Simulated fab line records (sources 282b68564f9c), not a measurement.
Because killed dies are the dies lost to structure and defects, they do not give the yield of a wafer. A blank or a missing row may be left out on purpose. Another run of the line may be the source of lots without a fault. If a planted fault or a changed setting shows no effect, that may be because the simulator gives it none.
What tool caused it?    flow rit-cmos    Sampling: 7 lots, 21 wafers, 2 of 202 route steps

## WHAT EACH GAUGE READ, for each wafer
RIT_GATE_THK_MEAS_07.
lot   measured     on             GATE_OXIDE_THK (nm)
L752  day 3 00:34  film-metro-04  2.97 3.00 2.98
L754  day 3 08:55  film-metro-03  2.99 3.00 2.96
L758  day 4 06:19  film-metro-03  3.56 3.62 3.56
L760  day 4 15:01  film-metro-03  3.45 3.45 3.52
L766  day 5 20:58  film-metro-03  2.96 2.99 3.00
L769  day 6 09:58  film-metro-02  3.04 3.02 3.04
L771  day 7 00:32  film-metro-03  3.00 3.03 3.16

## WHICH TOOL RAN EACH LOT (tool, then ch and the chambers of the sampled wafers, then the start)
lot   RIT_GATE_OXIDATION_05
L752  furnace-04 ch 0, day 2 18:40
L754  furnace-01 ch 0, day 3 06:29
L758  furnace-01 ch 0, day 4 03:03
L760  furnace-01 ch 0, day 4 12:11
L766  furnace-04 ch 0, day 5 18:20
L769  furnace-03 ch 0, day 6 08:38
L771  furnace-03 ch 0, day 6 19:57
- RIT_GATE_OXIDATION_05: target thk 3 nm, ox time 270 s.

## THE ANSWER, worked out from the rows above alone
Rule: what is usual is taken from the lots themselves. Put in order of their means at a reading, lots are off if they are a third of the lots or fewer, leave a main group of 4 or more, and stand apart from it by a gap of 3 or more times the standard deviation of the main group's means; of several such gaps the widest counts. Not used: any main group whose means are identical at the precision the tables above print for the reading. A lot without any number at a reading at which 4 lots or more have one is off too. Any other lot the step has rows for is counted as sound.
Off: L758, L760, seen at RIT_GATE_THK_MEAS_07 (GATE_OXIDE_THK). Mean 3.01 nm and standard deviation 0.033 in the main group.
If a tool, at a process step before that reading, ran all the lots that are off and no sound lot after the first of them, it fits. Gauges at RIT_GATE_THK_MEAS_07: tried the same way as those tools. One fits: RIT_GATE_OXIDATION_05 on furnace-01. Its last sound lot is L754 (day 3 06:29), its first lot that is off L758 (day 4 03:03): a fault that began between those two fits.

## WHAT THE SIMULATOR HAD PUT IN
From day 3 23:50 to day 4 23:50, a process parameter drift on furnace-01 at RIT_GATE_OXIDATION_05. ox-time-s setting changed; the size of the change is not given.
Shown lots that were struck: L758, L760. This agrees with what the rule above found.
